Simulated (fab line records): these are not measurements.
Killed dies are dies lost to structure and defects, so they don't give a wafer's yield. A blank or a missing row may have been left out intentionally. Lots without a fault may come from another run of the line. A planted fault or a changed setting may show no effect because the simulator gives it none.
Lot-split experiment | flow ritCmos | route with 202 steps; 5 lots, 23 wafers read

== ABOUT THE SPLIT ==
At RIT_SILICIDE_SPUTTER_01 (material Ti, target thk 30 nm, time 240 s), the setting timeS was moved away from the recipe's 240 s on 9 of the 23 wafers read, by -9.5% to +6.7%. This setting was run at the recipe's value on the other wafers.

== FROM THE SPLIT TO THE READING: what the file shows between them, 1 step ==
- RIT_SILICIDE_RS_MEAS_02: measures by four-point-probe

== THE READING ==
SILICIDE_TI_THK, in nm, at RIT_SILICIDE_THK_MEAS_03 (measures by xrf). Fault-free wafers of this fab line usually give 29.9 nm, standard deviation 0.36 nm.

wafer  | tool, chamber at the split | timeS as run, s | against the recipe | SILICIDE_TI_THK, nm | against lot-mates on the recipe
L075.1 | pvdSputter-02, -           | 240             | recipe             | 29.4                | -
L075.3 | pvdSputter-02, -           | 240             | recipe             | 29.8                | -
L075.6 | pvdSputter-02, -           | 240             | recipe             | 29.8                | -
L077.1 | pvdSputter-03, -           | 240             | recipe             | 30.4                | -
L077.2 | pvdSputter-03, -           | 217.2           | -9.5%              | 27.3                | -2.9
L077.3 | pvdSputter-03, -           | 217.2           | -9.5%              | 27.2                | -3.0
L077.4 | pvdSputter-03, -           | 217.2           | -9.5%              | 27.8                | -2.4
L077.6 | pvdSputter-03, -           | 240             | recipe             | 30.0                | -
L081.1 | pvdSputter-03, -           | 252.9           | +5.4%              | 30.9                | +1.6
L081.2 | pvdSputter-03, -           | 240             | recipe             | 29.3                | -
L081.4 | pvdSputter-03, -           | 252.9           | +5.4%              | 30.9                | +1.6
L081.5 | pvdSputter-03, -           | 240             | recipe             | 29.3                | -
L081.6 | pvdSputter-03, -           | 240             | recipe             | 29.4                | -
L082.1 | pvdSputter-03, -           | 218.1           | -9.1%              | 27.4                | -2.6
L082.2 | pvdSputter-03, -           | 240             | recipe             | 29.9                | -
L082.3 | pvdSputter-03, -           | 218.1           | -9.1%              | 27.5                | -2.5
L082.4 | pvdSputter-03, -           | 240             | recipe             | 30.2                | -
L082.6 | pvdSputter-03, -           | 240             | recipe             | 30.0                | -
L085.1 | pvdSputter-03, -           | 240             | recipe             | 29.5                | -
L085.3 | pvdSputter-03, -           | 240             | recipe             | 29.8                | -
L085.4 | pvdSputter-03, -           | 240             | recipe             | 29.5                | -
L085.5 | pvdSputter-03, -           | 256.2           | +6.7%              | 31.3                | +1.7
L085.6 | pvdSputter-03, -           | 256.2           | +6.7%              | 31.9                | +2.3

FIT RESULTS
A straight line over all 23 wafers: SILICIDE_TI_THK changes by +0.248 nm for each +1% of timeS; r = +0.97; the points scatter about the line by 0.31 nm.
The same after taking each lot's own level away (the mean of its wafers on the recipe; 23 wafers): +0.29 nm for each +1%; r = +0.99; scatter 0.18 nm.
According to that fit, moving timeS by its largest amount changes the reading by 2.8 nm.
From 29.33 to 30.20 nm: that is the span of the lots' own levels, equal to 2.4 times the standard deviation above.
Thus the slope moves with the lot-to-lot level: the two fits are different.
Check: with one of the wafers moved furthest among these (-9.5%) left out of the fit, the line predicts -2.72 nm for it against its lot-mates. Against them it came out at -2.9 nm.

== FURTHER SPLITS ON THESE WAFERS ==
These wafers also went through other splits before the reading. Each is held against what the fit with the lots' levels taken away leaves over:
other split on the same wafers | wafers away from the commonest value | r with SILICIDE_TI_THK (lot level and that fit taken away)
RIT_PLDD_COAT_01 spinRpm       | 12                                   | +0.07

== THE WHOLE CHAIN: every reading that the file lists as answering this split, in the file's order ==
step                     | what it does                              | reading                                                                          | change (the file's fit)              | r (the file's)
RIT_SILICIDE_SPUTTER_01  | material Ti, target thk 30 nm, time 240 s | Ti_of_SILICIDE_SPUTTER_01.thkNm (the simulator's own value, which no gauge read) | +0.29 nm for each +1% of the setting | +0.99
RIT_SILICIDE_RS_MEAS_02  | measures by four-point-probe              | SILICIDE_TI_RS                                                                   | -0.624 for each +1% of the setting   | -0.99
RIT_SILICIDE_THK_MEAS_03 | measures by xrf                           | SILICIDE_TI_THK                                                                  | +0.289 for each +1% of the setting   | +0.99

== FILE'S OWN FIT ==
SILICIDE_TI_THK changes by +0.289 nm for each +1% of timeS, r = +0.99.
